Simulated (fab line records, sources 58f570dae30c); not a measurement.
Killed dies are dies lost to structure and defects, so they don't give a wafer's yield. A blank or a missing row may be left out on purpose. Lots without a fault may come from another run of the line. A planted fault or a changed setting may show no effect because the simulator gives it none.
fab line records | flow berkeley_cmos170 | part 1 of 2: steps 1 to 35 of 49
record lots=5 wafers=15 last_day=12
route steps=331 shown ACTIVE@68 PFIELD@79 FIELD@89 SACOX@97 SCREENOX@100 NVT@104 PVT@115
lots that met no fault: from a run of the same line without faults
start_h: hours from the record's first day to the start of the lot's first wafer shown | wait_h: hours since the lot's step before | " the same as in the row above | L1.1+2: a row that stands for several wafers | - no value, or no start given | * or withheld: withheld | < > ~ a bound
route shown NAME@n: a module of which the file shows steps, and the number in the route of the first | usual: mean/standard deviation of fault-free wafers | same: alike in all rows | chamber/n: place in a boat | sites: the reading at each site | _std_site: their standard deviation | _edge_site: outer sites' mean less inner sites' | radius_mm: how far each site lies from the wafer's centre | mask NAME#n: copy n | behind: the tool/chamber that last shaped the wafer | hold: why the lot was held/for how many hours/how that ended | device: the transistor (n, p or np) that didn't switch | end of line: the same wafers' tests at the end of the route | a step without rows: its recipe alone | killed: dies lost to structure and defects at the first sort, not the wafer's yield | map: a wafer's dies, x killed, . not, _ none there
set.NAME: the setting as run; set.NAME@STEP: as run at that earlier step | model.NAME: the simulator's own value behind a step, which no gauge read
lots at some steps of the route; a table a step, a row a wafer
services: from which hour (start_h, from the record's first day; less than 0 if before it) a tool's chamber was out of use, for how many hours, and why
## steps
# step UCB170_ACTIVE_COAT_08
# recipe resist=KrF spin_rpm=1500 resist_thk_nm=890
# columns lot.wafer tool chamber start_h wait_h
L076.2+3+6 litho_track-03 0 90.98 0.1
L075.1+3+6 litho_track-02 0 91.37 0.1
L081.3+4+5 litho_track-03 0 122.56 0.1
L088.3+4+5 litho_track-03 0 161.30 0.1
L092.1+3+5 litho_track-02 0 181.90 0.1
# step UCB170_ACTIVE_SOFTBAKE_09
# recipe resist=KrF temp_c=130 time_s=60
# columns lot.wafer tool chamber start_h wait_h
L076.2+3+6 litho_track-03 0 91.13 0.1
L075.1+3+6 litho_track-02 0 91.52 0.1
L081.3+4+5 litho_track-03 0 122.71 0.1
L088.3+4+5 litho_track-03 0 161.45 0.1
L092.1+3+5 litho_track-02 0 182.05 0.1
# step UCB170_ACTIVE_EXPOSE_10
# recipe mask_id=ACTIVE target_cd_nm=1200 na=0.5 sigma_outer=0.6 source_shape=conventional dose_mj=20
# columns lot.wafer tool chamber start_h wait_h mask
L076.2+3+6 krf_scanner-01 0 91.40 0.2 ACTIVE#0
L075.1+3+6 krf_scanner-01 0 91.86 0.3 ACTIVE#0
L081.3+4+5 krf_scanner-01 0 122.85 0.1 ACTIVE#0
L088.3+4+5 krf_scanner-01 0 161.77 0.3 ACTIVE#0
L092.1+3+5 krf_scanner-02 0 182.41 0.3 ACTIVE#0
# step UCB170_ACTIVE_PEB_11
# recipe peb_temp_c=130 peb_time_s=withheld resist=KrF
# columns lot.wafer tool chamber start_h wait_h
L076.2+3+6 litho_track-03 0 91.55 0.1
L075.1+3+6 litho_track-02 0 91.98 0.1
L081.3+4+5 litho_track-03 0 122.98 0.1
L088.3+4+5 litho_track-04 0 162.32 0.5
L092.1+3+5 litho_track-03 0 182.53 0.1
# step UCB170_ACTIVE_DEVELOP_12
# recipe developer=TMAH develop_time_s=43.75 resist=KrF dev_temp_c=21
# columns lot.wafer tool chamber start_h wait_h
L076.2+3+6 litho_track-03 0 - -
L075.1+3+6 litho_track-02 0 - -
L081.3+4+5 litho_track-03 0 - -
L088.3+4+5 litho_track-04 0 - -
L092.1+3+5 litho_track-03 0 - -
# step UCB170_ACTIVE_CD_MEAS_13
# recipe target_cd_nm=1200
# usual cd_nm=1199.2/1.4
# columns lot.wafer tool chamber start_h wait_h cd_nm
L076.2 cd_sem-01 - 91.82 - 1202.1
L076.3 " - " " 1201.7
L076.6 " - " " 1200.4
L075.1 cd_sem-02 - 92.25 - 1200.4
L075.3 " - " " 1200.7
L075.6 " - " " 1198.9
L081.3 cd_sem-02 - 123.24 - 1200.6
L081.4 " - " " 1201.0
L081.5 " - " " 1199.7
L088.3 cd_sem-02 - 162.59 - 1201.0
L088.4 " - " " 1200.8
L088.5 " - " " 1200.6
L092.1 cd_sem-01 - 182.80 - 1201.0
L092.3 " - " " 1200.2
L092.5 " - " " 1201.1
# step UCB170_ACTIVE_OVL_MEAS_14
# usual ACTIVE_OVL=-2/6.7
# columns lot.wafer tool chamber start_h wait_h ACTIVE_OVL[nm]
L076.2 overlay-02 - 91.93 0.1 -11
L076.3 " - " " -5
L076.6 " - " " -12
L075.1 overlay-01 - 92.37 0.1 4
L075.3 " - " " -2
L075.6 " - " " -9
L081.3 overlay-02 - 123.34 0.1 -9
L081.4 " - " " -5
L081.5 " - " " -7
L088.3 overlay-01 - 162.70 0.1 -8
L088.4 " - " " 1
L088.5 " - " " -10
L092.1 overlay-01 - 182.92 0.1 4
L092.3 " - " " 1
L092.5 " - " " 8
# step UCB170_ACTIVE_ETCH_15
# recipe chemistry=CH3F/Ar/O2 target=Si3N4 stop_on=SiO2 CH3F_flow_sccm=20 Ar_flow_sccm=50 O2_flow_sccm=7 pressure_mtorr=50 rf_w=450 target_depth_a=2420 over_etch_frac=0.1 time_s=151
# usual drypump_motor_current_A=5.6/0.48 oes_product_au=0.941/0.012 rf_fwd_power_W=447.8/1.5 throttle_valve_pct=8.06/0.065
# columns lot.wafer tool chamber start_h wait_h drypump_motor_current_A oes_product_au rf_fwd_power_W rf_hours_counter_h throttle_valve_pct
L076.2 rie_diel-02 2 91.96 0.0 6.2 0.917 449.7 73 8.18
L076.3 " 0 " " 5.8 0.937 448.1 6 8.07
L076.6 " 0 " " 5.7 0.932 448.6 - 8.05
L075.1 rie_diel-01 2 92.41 0.0 5.8 0.947 446.5 0 8.05
L075.3 " 3 " " 5.1 0.926 446.8 120 8.07
L075.6 " 3 " " 5.0 0.935 447.4 - 8.07
L081.3 rie_diel-04 3 123.36 0.0 5.7 0.942 447.4 130 8.17
L081.4 " 0 " " 5.9 0.937 447.8 9 7.93
L081.5 " 1 " " 6.5 0.947 446.9 - 8.01
L088.3 rie_diel-02 2 162.72 0.0 6.2 0.919 449.1 77 8.17
L088.4 " 3 " " 4.9 0.950 447.9 - 8.08
L088.5 " 2 " " 6.2 0.925 449.0 - 8.15
L092.1 rie_diel-04 0 182.96 0.0 5.9 0.952 447.3 12 7.93
L092.3 " 1 " " 6.5 0.954 450.1 33 8.01
L092.5 " 1 " " 6.5 0.952 448.2 - 8.02
# step UCB170_ACTIVE_STRIP_16
# recipe chemistry=O2 power_w=400 pressure_mtorr=3500 platen_temp_c=withheld o2_flow_sccm=400 overash_fraction=0.5
# usual drypump_motor_current_A=5.4/0.37 oes_product_au=0.721/0.0045 strip_time_to_endpoint_s=17.91/0.089
# columns lot.wafer tool chamber start_h wait_h drypump_motor_current_A oes_product_au rf_hours_counter_h strip_time_to_endpoint_s
L076.2 plasma_asher-01 0 92.06 0.1 5.0 0.715 35 17.92
L076.3 " 0 " " 5.0 0.718 - 18.02
L076.6 " 1 " " 5.6 0.722 - 17.96
L075.1 plasma_asher-03 1 92.51 0.1 5.0 0.720 29 18.06
L075.3 " 0 " " 5.8 0.715 - 17.92
L075.6 " 1 " " 5.1 0.719 - 17.95
L081.3 plasma_asher-01 1 123.49 0.1 5.6 0.717 - 17.86
L081.4 " 0 " " 5.0 0.723 - 17.89
L081.5 " 1 " " 5.6 0.716 - 17.89
L088.3 plasma_asher-01 1 162.86 0.1 5.6 0.716 - 17.86
L088.4 " 0 " " 4.9 0.718 - 18.00
L088.5 " 1 " " 5.6 0.725 - 17.99
L092.1 plasma_asher-01 1 183.06 0.1 5.6 0.711 47 17.77
L092.3 " 1 " " 5.6 0.724 - 17.79
L092.5 " 0 " " 5.0 0.724 - 17.77
# step UCB170_ACTIVE_CD_MEAS_90
# recipe target_cd_nm=1200
# usual cd_nm=1199.2/1.4
# columns lot.wafer tool chamber start_h wait_h cd_nm
L076.2 cd_sem-01 - 92.18 0.1 1201.9
L076.3 " - " " 1201.7
L076.6 " - " " 1200.9
L075.1 cd_sem-02 - 92.61 0.1 1200.2
L075.3 " - " " 1200.6
L075.6 " - " " 1199.3
L081.3 cd_sem-01 - 123.67 0.1 1200.8
L081.4 " - " " 1200.8
L081.5 " - " " 1199.3
L088.3 cd_sem-01 - 162.96 0.1 1201.2
L088.4 " - " " 1200.8
L088.5 " - " " 1201.2
L092.1 cd_sem-01 - 183.20 0.1 1200.7
L092.3 " - " " 1199.9
L092.5 " - " " 1201.3
# step UCB170_ACTIVE_CLEAN_17
# recipe chemistry=SPM temp_c=120 time_s=600
# columns lot.wafer tool chamber start_h wait_h
L075.1+3+6 wet_bench-04 3 94.36 1.7
L076.2+3+6 wet_bench-04 1 94.36 2.2
L081.3+4+5 wet_bench-02 2 125.26 1.6
L088.3+4+5 wet_bench-01 0 163.04 0.1
L092.1+3+5 wet_bench-04 0 185.91 2.7
# step UCB170_PFIELD_HMDS_00
# recipe prime_time_s=60 prime_temp_c=100
# usual prime_temp_c=100.01/0.12
# columns lot.wafer tool chamber start_h wait_h prime_temp_c
L076.2 litho_track-01 0 94.89 0.3 100.29
L076.3 " 0 " " 100.23
L076.6 " 0 " " 100.02
L075.1 litho_track-01 0 95.32 0.8 99.95
L075.3 " 0 " " 100.02
L075.6 " 0 " " 100.13
L081.3 litho_track-01 0 125.77 0.3 100.21
L081.4 " 0 " " 100.07
L081.5 " 0 " " 100.27
L088.3 litho_track-01 0 163.56 0.3 99.96
L088.4 " 0 " " 100.17
L088.5 " 0 " " 100.03
L092.1 litho_track-03 0 186.87 0.8 100.02
L092.3 " 0 " " 99.99
L092.5 " 0 " " 99.98
# step UCB170_PFIELD_COAT_01
# recipe resist=KrF spin_rpm=1500 resist_thk_nm=900
# columns lot.wafer tool chamber start_h wait_h
L076.2+3+6 litho_track-01 0 95.04 0.1
L075.1+3+6 litho_track-01 0 95.47 0.1
L081.3+4+5 litho_track-01 0 125.92 0.1
L088.3+4+5 litho_track-01 0 163.71 0.1
L092.1+3+5 litho_track-03 0 187.02 0.1
# step UCB170_PFIELD_SOFTBAKE_02
# recipe resist=KrF temp_c=130 time_s=60
# columns lot.wafer tool chamber start_h wait_h
L076.2+3+6 litho_track-01 0 95.19 0.1
L075.1+3+6 litho_track-01 0 95.62 0.1
L081.3+4+5 litho_track-01 0 126.07 0.1
L088.3+4+5 litho_track-01 0 163.86 0.1
L092.1+3+5 litho_track-03 0 187.17 0.1
# step UCB170_PFIELD_EXPOSE_03
# recipe mask_id=PFIELD na=0.5 sigma_outer=0.6 source_shape=conventional target_cd_nm=1500 dose_mj=30
# columns lot.wafer tool chamber start_h wait_h mask
L076.2+3+6 krf_scanner-02 0 - - PFIELD#0
L075.1+3+6 krf_scanner-02 0 - - PFIELD#0
L081.3+4+5 krf_scanner-01 0 126.45 0.3 PFIELD#0
L088.3+4+5 krf_scanner-01 0 164.12 0.2 PFIELD#0
L092.1+3+5 krf_scanner-01 0 187.48 0.3 PFIELD#0
# step UCB170_PFIELD_PEB_04
# recipe peb_temp_c=130 peb_time_s=withheld resist=KrF
# columns lot.wafer tool chamber start_h wait_h
L076.2+3+6 litho_track-03 0 - -
L075.1+3+6 litho_track-04 0 - -
L081.3+4+5 litho_track-01 0 126.95 0.5
L088.3+4+5 litho_track-01 0 164.56 0.4
L092.1+3+5 litho_track-01 0 188.34 0.8
# step UCB170_PFIELD_DEVELOP_05
# recipe developer=TMAH develop_time_s=45 resist=KrF dev_temp_c=21
# columns lot.wafer tool chamber start_h wait_h
L076.2+3+6 litho_track-03 0 - -
L075.1+3+6 litho_track-04 0 - -
L081.3+4+5 litho_track-01 0 - -
L088.3+4+5 litho_track-01 0 - -
L092.1+3+5 litho_track-01 0 - -
# step UCB170_PFIELD_OVL_MEAS_06
# usual PFIELD_OVL=-1/6.3
# columns lot.wafer tool chamber start_h wait_h PFIELD_OVL[nm]
L076.2 overlay-01 - 97.01 - -9
L076.3 " - " " 2
L076.6 " - " " -3
L075.1 overlay-01 - 97.32 - 10
L075.3 " - " " 12
L075.6 " - " " 8
L081.3 overlay-02 - 127.18 - -3
L081.4 " - " " 0
L081.5 " - " " -4
L088.3 overlay-02 - 164.80 - 2
L088.4 " - " " 5
L088.5 " - " " 3
L092.1 overlay-01 - 188.61 - -1
L092.3 " - " " 4
L092.5 " - " " -3
# step UCB170_PFIELD_IMPLANT_07
# recipe species=B dose_cm2=2e+13 energy_kev=80 tilt_deg=7
# columns lot.wafer tool chamber start_h wait_h
L076.2+3+6 implanter-02 0 97.06 0.0
L075.1+3+6 implanter-03 0 97.35 0.0
L081.3+4+5 implanter-01 0 127.26 0.1
L088.3+4+5 implanter-03 0 164.87 0.1
L092.1+3+5 implanter-01 0 188.65 0.0
# step UCB170_PFIELD_STRIP_08
# recipe chemistry=O2 power_w=400 pressure_mtorr=3500 platen_temp_c=withheld o2_flow_sccm=400 overash_fraction=0.5
# usual drypump_motor_current_A=5.8/0.49 oes_product_au=0.735/0.0044 strip_time_to_endpoint_s=21.68/0.057
# columns lot.wafer tool chamber start_h wait_h drypump_motor_current_A oes_product_au rf_hours_counter_h strip_time_to_endpoint_s
L076.2 plasma_asher-02 1 97.19 0.1 6.1 0.733 33 21.71
L076.3 " 1 " " 6.0 0.741 - 21.72
L076.6 " 0 " " 6.7 0.732 - 21.69
L075.1 plasma_asher-02 1 97.50 0.1 6.0 0.736 33 21.71
L075.3 " 1 " " 6.1 0.731 - 21.73
L075.6 " 1 " " 6.0 0.735 - 21.75
L081.3 plasma_asher-04 1 127.39 0.1 5.5 0.736 - 21.78
L081.4 " 0 " " 6.1 0.741 - 21.79
L081.5 " 0 " " 6.1 0.743 - 21.80
L088.3 plasma_asher-02 1 165.00 0.1 6.0 0.741 - 21.69
L088.4 " 0 " " 6.7 0.732 - 21.77
L088.5 " 0 " " 6.7 0.741 - 21.71
L092.1 plasma_asher-04 0 188.80 0.1 6.1 0.737 9 21.73
L092.3 " 0 " " 6.1 0.738 - 21.65
L092.5 " 0 " " 6.1 0.735 - 21.67
# step UCB170_PFIELD_TW_MEAS_09
# usual PFIELD_TW=602/3
# columns lot.wafer tool chamber start_h wait_h PFIELD_TW
L076.2 film_metro-02 - 97.30 0.1 597
L076.3 " - " " 599
L076.6 " - " " 599
L075.1 film_metro-04 - 97.60 0.1 609
L075.3 " - " " 611
L075.6 " - " " 609
L081.3 film_metro-03 - 127.48 0.1 603
L081.4 " - " " 604
L081.5 " - " " 601
L088.3 film_metro-02 - 165.09 0.1 606
L088.4 " - " " 598
L088.5 " - " " 600
L092.1 film_metro-03 - 188.90 0.1 602
L092.3 " - " " 601
L092.5 " - " " 602
# step UCB170_FIELD_CLEAN_00
# recipe chemistry=dHF dilution=25:1 time_s=7.5
# columns lot.wafer tool chamber start_h wait_h
L076.2+3+6 wet_bench-03 1 97.43 0.1
L075.1+3+6 wet_bench-03 2 97.66 0.1
L081.3+4+5 wet_bench-03 3 127.52 0.0
L088.3+4+5 wet_bench-03 3 165.35 0.2
L092.1+3+5 wet_bench-02 3 188.96 0.1
# step UCB170_FIELD_OXIDATION_01
# recipe temp_c=1000 ambient=H2O p_h2o_torr=584.62 target_thk_a=5583 ox_time_s=7200
# same ox_time_s=7200
# columns lot.wafer tool chamber start_h wait_h
L075.1+3+6 furnace-01 0 102.11 4.4
L076.2+3+6 furnace-01 0 102.11 4.7
L081.3+4+5 furnace-02 0 130.87 3.3
L088.3+4+5 furnace-04 0 168.23 2.9
L092.1+3+5 furnace-02 0 192.72 3.8
# step UCB170_FIELD_THK_MEAS_02
# recipe reads=SiO2_of_FIELD_OXIDATION_01
# usual FIELD_OXIDE_THK=560/11
# columns lot.wafer tool chamber start_h wait_h FIELD_OXIDE_THK[nm]
L075.1 film_metro-04 - 105.11 0.0 583
L075.3 " - " " 572
L075.6 " - " " 573
L076.2 film_metro-01 - 105.13 0.0 570
L076.3 " - " " 572
L076.6 " - " " 568
L081.3 film_metro-04 - 133.89 0.0 575
L081.4 " - " " 563
L081.5 " - " " 567
L088.3 film_metro-01 - 171.25 0.0 566
L088.4 " - " " 551
L088.5 " - " " 561
L092.1 film_metro-04 - 195.72 0.0 552
L092.3 " - " " 565
L092.5 " - " " 557
# step UCB170_FIELD_ANNEAL_03
# recipe temp_c=1000 time_s=1200 ambient=N2
# columns lot.wafer tool chamber start_h wait_h
L075.1+3+6 furnace-01 0 109.62 4.5
L076.2+3+6 furnace-01 0 109.62 4.5
L081.3+4+5 furnace-02 0 138.21 4.3
L088.3+4+5 furnace-01 0 176.07 4.8
L092.1+3+5 furnace-02 0 201.32 5.6
# step UCB170_FIELD_WET_ETCH_04
# recipe chemistry=dHF dilution=10:1 target=SiO2 temp_c=25 time_s=60
# columns lot.wafer tool chamber start_h wait_h
L075.1+3+6 wet_bench-04 2 110.96 0.0
L076.2+3+6 wet_bench-04 2 110.96 0.0
L081.3+4+5 wet_bench-03 2 139.54 0.0
L088.3+4+5 wet_bench-03 2 177.41 0.0
L092.1+3+5 wet_bench-03 1 202.72 0.1
# step UCB170_FIELD_WET_ETCH_05
# recipe chemistry=H3PO4 target=Si3N4 temp_c=160 time_s=12600
# columns lot.wafer tool chamber start_h wait_h
L075.1+3+6 wet_bench-03 3 110.98 0.0
L076.2+3+6 wet_bench-03 0 110.98 0.0
L081.3+4+5 wet_bench-04 0 139.57 0.0
L088.3+4+5 wet_bench-03 1 177.61 0.2
L092.1+3+5 wet_bench-03 0 202.75 0.0
# step UCB170_FIELD_WET_ETCH_06
# recipe chemistry=BOE dilution=5:1 target=SiO2 temp_c=25 time_s=22
# columns lot.wafer tool chamber start_h wait_h
L075.1+3+6 wet_bench-02 2 114.49 0.0
L076.2+3+6 wet_bench-02 0 114.49 0.0
L081.3+4+5 wet_bench-02 2 147.99 0.8
L088.3+4+5 wet_bench-04 3 181.12 0.0
L092.1+3+5 wet_bench-03 0 206.25 0.0
# step UCB170_FIELD_THK_MEAS_90
# recipe reads=SiO2_of_FIELD_OXIDATION_01
# usual FIELD_OXIDE_LEFT_1_THK=444/11
# columns lot.wafer tool chamber start_h wait_h FIELD_OXIDE_LEFT_1_THK[nm]
L075.1 film_metro-01 - 114.52 0.0 466
L075.3 " - " " 455
L075.6 " - " " 457
L076.2 film_metro-02 - 114.53 0.0 454
L076.3 " - " " 455
L076.6 " - " " 452
L081.3 film_metro-04 - 148.03 0.0 459
L081.4 " - " " 447
L081.5 " - " " 450
L088.3 film_metro-02 - 181.15 0.0 449
L088.4 " - " " 435
L088.5 " - " " 445
L092.1 film_metro-02 - 206.27 0.0 436
L092.3 " - " " 448
L092.5 " - " " 440
# step UCB170_SACOX_CLEAN_00
# recipe chemistry=dHF dilution=25:1 time_s=7.5
# columns lot.wafer tool chamber start_h wait_h
L075.1+3+6 wet_bench-02 2 114.58 0.1
L076.2+3+6 wet_bench-03 1 114.58 0.0
L081.3+4+5 wet_bench-01 0 149.62 1.6
L088.3+4+5 wet_bench-03 0 181.19 0.0
L092.1+3+5 wet_bench-03 0 206.47 0.2
# step UCB170_SACOX_OXIDATION_01
# recipe temp_c=900 ambient=O2 target_thk_a=144 ox_time_s=2400
# same ox_time_s=2400
# columns lot.wafer tool chamber start_h wait_h
L075.1+3+6 furnace-01 0 118.31 3.7
L076.2+3+6 furnace-01 0 118.31 3.7
L081.3+4+5 furnace-04 0 152.30 2.7
L088.3+4+5 furnace-01 0 186.16 5.0
L092.1+3+5 furnace-04 0 211.70 5.2
# step UCB170_SACOX_THK_MEAS_02
# recipe reads=SiO2_of_SACOX_OXIDATION_01
# usual SACOX_OXIDE_THK=14.56/0.23
# columns lot.wafer tool chamber start_h wait_h SACOX_OXIDE_THK[nm]
L076.2 film_metro-03 - 120.01 0.0 14.67
L076.3 " - " " 14.45
L076.6 " - " " 14.59
L075.1 film_metro-02 - 120.03 0.1 14.73
L075.3 " - " " 14.59
L075.6 " - " " 14.68
L081.3 film_metro-02 - 153.98 0.0 14.80
L081.4 " - " " 14.52
L081.5 " - " " 14.54
L088.3 film_metro-03 - 187.84 0.0 14.53
L088.4 " - " " 14.53
L088.5 " - " " 14.54
L092.1 film_metro-02 - 213.36 0.0 14.48
L092.3 " - " " 14.44
L092.5 " - " " 14.61
# step UCB170_SCREENOX_WET_ETCH_00
# recipe chemistry=dHF dilution=25:1 target=SiO2 temp_c=25 time_s=200
# columns lot.wafer tool chamber start_h wait_h
L075.1+3+6 wet_bench-03 2 120.18 0.1
L076.2+3+6 wet_bench-03 2 120.18 0.2
L081.3+4+5 wet_bench-03 0 154.02 0.0
L088.3+4+5 wet_bench-03 0 187.88 0.0
L092.1+3+5 wet_bench-03 1 213.42 0.1
# step UCB170_SCREENOX_OXIDATION_01
# recipe temp_c=900 ambient=O2 target_thk_a=144 ox_time_s=2400
# same ox_time_s=2400
# columns lot.wafer tool chamber start_h wait_h
L075.1+3+6 furnace-04 0 123.90 3.7
L076.2+3+6 furnace-04 0 123.90 3.7
L081.3+4+5 furnace-02 0 157.04 2.9
L088.3+4+5 furnace-04 0 192.65 4.7
L092.1+3+5 furnace-01 0 217.46 4.0
# step UCB170_SCREENOX_THK_MEAS_02
# recipe reads=SiO2_of_SCREENOX_OXIDATION_01
# usual SCREENOX_OXIDE_THK=14.42/0.25
# columns lot.wafer tool chamber start_h wait_h SCREENOX_OXIDE_THK[nm]
L075.1 film_metro-01 - 125.60 0.0 14.02
L075.3 " - " " 14.11
L075.6 " - " " 14.14
L076.2 film_metro-03 - 125.63 0.1 14.31
L076.3 " - " " 14.13
L076.6 " - " " 14.27
L081.3 film_metro-01 - 158.73 0.0 14.38
L081.4 " - " " 14.34
L081.5 " - " " 14.53
L088.3 film_metro-04 - 194.33 0.0 14.52
L088.4 " - " " 14.52
L088.5 " - " " 14.31
L092.1 film_metro-03 - 219.12 0.0 14.12
L092.3 " - " " 14.13
L092.5 " - " " 14.36
